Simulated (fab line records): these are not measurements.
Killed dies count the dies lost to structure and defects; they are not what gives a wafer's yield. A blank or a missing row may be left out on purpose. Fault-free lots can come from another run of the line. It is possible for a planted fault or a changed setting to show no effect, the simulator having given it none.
Lot-split experiment | flow berkeleyCmos170 | 23 wafers read across 5 lots, on a route 331 steps long

THE SPLIT
At UCB170_PVT_IMPLANT_07, the setting doseCm2 was moved away from the recipe's 2e+12 on 6 of the 23 wafers read, by -7.2% to +4.0%. This setting was run at the recipe's value on the other wafers.

BETWEEN THE SPLIT AND THE READING: the file shows 1 step in between
- UCB170_PVT_STRIP_08: strips in O2

THE READING
PVT_TW, at UCB170_PVT_TW_MEAS_09. Fault-free wafers of this fab line usually give 507, standard deviation 5.5.

wafer  | tool, chamber at the split | doseCm2 as run | against the recipe | PVT_TW | against lot-mates on the recipe
L078.1 | implanter-01, 0            | 2e+12          | recipe             | 513    | -
L078.4 | implanter-01, 0            | 2e+12          | recipe             | 510    | -
L078.5 | implanter-01, 0            | 2e+12          | recipe             | 513    | -
L081.1 | implanter-03, 0            | 2e+12          | recipe             | 508    | -
L081.2 | implanter-03, 0            | 2e+12          | recipe             | 509    | -
L081.3 | implanter-03, 0            | 2e+12          | recipe             | 509    | -
L081.5 | implanter-03, 0            | 2.079e+12      | +4.0%              | 517    | +8
L081.6 | implanter-03, 0            | 2.079e+12      | +4.0%              | 517    | +8
L080.1 | implanter-01, 0            | 2e+12          | recipe             | 505    | -
L080.3 | implanter-01, 0            | 2e+12          | recipe             | 503    | -
L080.4 | implanter-01, 0            | 2.048e+12      | +2.4%              | 508    | +4
L080.5 | implanter-01, 0            | 2.048e+12      | +2.4%              | 508    | +4
L080.6 | implanter-01, 0            | 2e+12          | recipe             | 503    | -
L079.1 | implanter-04, 0            | 2e+12          | recipe             | 514    | -
L079.2 | implanter-04, 0            | 2e+12          | recipe             | 511    | -
L079.4 | implanter-04, 0            | 2e+12          | recipe             | 513    | -
L079.5 | implanter-04, 0            | 2e+12          | recipe             | 515    | -
L079.6 | implanter-04, 0            | 2e+12          | recipe             | 516    | -
L084.1 | implanter-04, 0            | 1.857e+12      | -7.2%              | 491    | -15
L084.2 | implanter-04, 0            | 2e+12          | recipe             | 506    | -
L084.3 | implanter-04, 0            | 2e+12          | recipe             | 505    | -
L084.5 | implanter-04, 0            | 2e+12          | recipe             | 507    | -
L084.6 | implanter-04, 0            | 1.857e+12      | -7.2%              | 492    | -14

FIT RESULTS
A straight line over all 23 wafers: PVT_TW changes by +2.12 for each +1% of doseCm2; r = +0.80; the points scatter about the line by 4.2.
The same after taking each lot's own level away (the mean of its wafers on the recipe; 23 wafers): +2.03 for each +1%; r = +0.98; scatter 1.1.
Per that fit: largest doseCm2 move, reading shift of 14.
Measured against the standard deviation above, the lots' own levels, which go from 503.7 to 513.8, span 1.8 times it.
The two slopes agree, so the slope changes little with the lot-to-lot level.
Check: -14.2 against its lot-mates is what the line predicts for one of the wafers moved furthest among these (-7.2%) when that wafer is left out of the fit. Against them it came out at -15.

OTHER SPLITS ON THESE WAFERS
Before the reading, these wafers also passed through other splits. Each is held against what the fit with the lots' levels taken away leaves over:
other split on the same wafers    | wafers away from the commonest value | r with PVT_TW (lot level and that fit taken away)
UCB170_START_OXIDATION_02 oxTimeS | 10                                   | -0.04
UCB170_NWELL_COAT_07 spinRpm      | 6                                    | -0.05
UCB170_NWELL_ETCH_13 timeS        | 9                                    | -0.30
UCB170_PWELL_CVD_05 pressureMtorr | 15                                   | +0.03
UCB170_ACTIVE_OXIDATION_02 tempC  | 10                                   | +0.00
UCB170_ACTIVE_COAT_08 spinRpm     | 6                                    | +0.01
UCB170_ACTIVE_STRIP_16 powerW     | 6                                    | -0.10
UCB170_SACOX_OXIDATION_01 tempC   | 15                                   | -0.04

FILE'S OWN FIT
PVT_TW changes by +2.06 for each +1% of doseCm2, r = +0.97.
